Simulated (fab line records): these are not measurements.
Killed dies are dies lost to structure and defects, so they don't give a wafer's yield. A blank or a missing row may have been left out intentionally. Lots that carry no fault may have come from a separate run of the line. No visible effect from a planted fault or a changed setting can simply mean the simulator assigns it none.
Which of the tools did it? + flow ritCmos + 14 lots, 42 wafers sampled, at 2 steps of a route of 202

== WHAT THE GAUGES READ, wafer by wafer ==
Not one reading of a measure or inspect step in the record can be checked against a usual standard deviation.

== EACH LOT AND THE TOOL THAT RAN IT (in order: tool; ch and the chambers of the sampled wafers; start) ==
| lot  | RIT_PSD_HMDS_00                 | RIT_M1_PROBE_99        |
|------|---------------------------------|------------------------|
| L767 | lithoTrack-04 ch 0, day 3 03:55 | -                      |
| L768 | lithoTrack-03 ch 0, day 3 10:19 | -                      |
| L769 | lithoTrack-02 ch 0, day 3 15:14 | -                      |
| L771 | lithoTrack-04 ch 0, day 4 01:49 | -                      |
| L772 | lithoTrack-04 ch 0, day 4 04:41 | -                      |
| L773 | lithoTrack-03 ch 0, day 4 11:16 | -                      |
| L774 | lithoTrack-02 ch 0, day 4 16:23 | -                      |
| L776 | lithoTrack-03 ch 0, day 5 01:29 | prober-02, day 5 11:24 |
| L778 | lithoTrack-03 ch 0, day 5 12:08 | prober-02, day 5 21:40 |
| L780 | lithoTrack-02 ch 0, day 5 22:45 | -                      |
| L783 | lithoTrack-02 ch 0, day 6 13:04 | -                      |
| L786 | lithoTrack-03 ch 0, day 7 09:40 | -                      |
| L787 | lithoTrack-03 ch 0, day 7 12:10 | -                      |
| L788 | lithoTrack-04 ch 0, day 7 14:44 | -                      |
- RIT_PSD_HMDS_00: prime time 60 s.
- RIT_M1_PROBE_99

== WHAT THE TOOLS THEMSELVES READ (means of the sampled wafers that have a number; where no wafer has one, the mark that the record gives instead) ==
RIT_PSD_HMDS_00.
| lot  | tool          | primeTempC (C) |
|------|---------------|----------------|
| L767 | lithoTrack-04 | 140.08         |
| L768 | lithoTrack-03 | 139.89         |
| L769 | lithoTrack-02 | 140.06         |
| L771 | lithoTrack-04 | 139.91         |
| L772 | lithoTrack-04 | 140.07         |
| L773 | lithoTrack-03 | 139.87         |
| L774 | lithoTrack-02 | 140.11         |
| L776 | lithoTrack-03 | 140.10         |
| L778 | lithoTrack-03 | 139.87         |
| L780 | lithoTrack-02 | 148.33         |
| L783 | lithoTrack-02 | 148.24         |
| L786 | lithoTrack-03 | 140.17         |
| L787 | lithoTrack-03 | 140.00         |
| L788 | lithoTrack-04 | 140.13         |

RIT_M1_PROBE_99.
| lot  | tool      | killed_at_M0_to_M3 | killedAtContacts | killedAtFrontEnd | killedDies | killedOpen | killedShort |
|------|-----------|--------------------|------------------|------------------|------------|------------|-------------|
| L776 | prober-02 | 0.0                | 0.0              | 9                | 9          | 5.0        | 4.3         |
| L778 | prober-02 | 0.0                | 0.3              | 4                | 4          | 3.0        | 1.3         |

== THE ANSWER, worked out from the rows above alone ==
Rule: usual is defined by the lots themselves. Put in order of their means at a reading, lots are off if they are a third of the lots or fewer, leave a main group of 4 or more, and stand apart from it by a gap of 3 or more times the standard deviation of the main group's means; of several such gaps the widest counts. A main group whose means are all the same, to the digits that the tables above print for the reading, isn't used. A lot without any number at a reading at which 4 lots or more have one is off too. All remaining lots with rows at the step are treated as sound. The gauges are gone through in route order, then the tools' own readings, and for those a lot's mean is taken as printed above. At the first step where some lot is off, the reading lying furthest off is the one used; lots without a number count as furthest.
Off: L780, L783 (RIT_PSD_HMDS_00, primeTempC). The main group has a mean of 140.02 C with a standard deviation of 0.1.
If a tool, at that step or one of the process steps before it, ran each lot that is off and ran no sound lot following the first of them, it fits. One fits: RIT_PSD_HMDS_00 on lithoTrack-02. Its last sound lot is L774 (day 4 16:23), its first lot that is off L780 (day 5 22:45): a fault that began between those two fits.
The tool's own readings at RIT_PSD_HMDS_00 bear it out: on the lots that are off they differ by more than 5 times the standard deviation of the sound lots' means. primeTempC reads 148.29 C there against 140.02 C on the sound lots.

== WHAT HAD BEEN PUT IN BY THE SIMULATOR ==
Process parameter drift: lithoTrack-02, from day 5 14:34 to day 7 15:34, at RIT_PSD_HMDS_00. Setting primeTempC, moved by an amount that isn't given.
Struck lots among those shown: L780, L783. The same result came from the rule above.
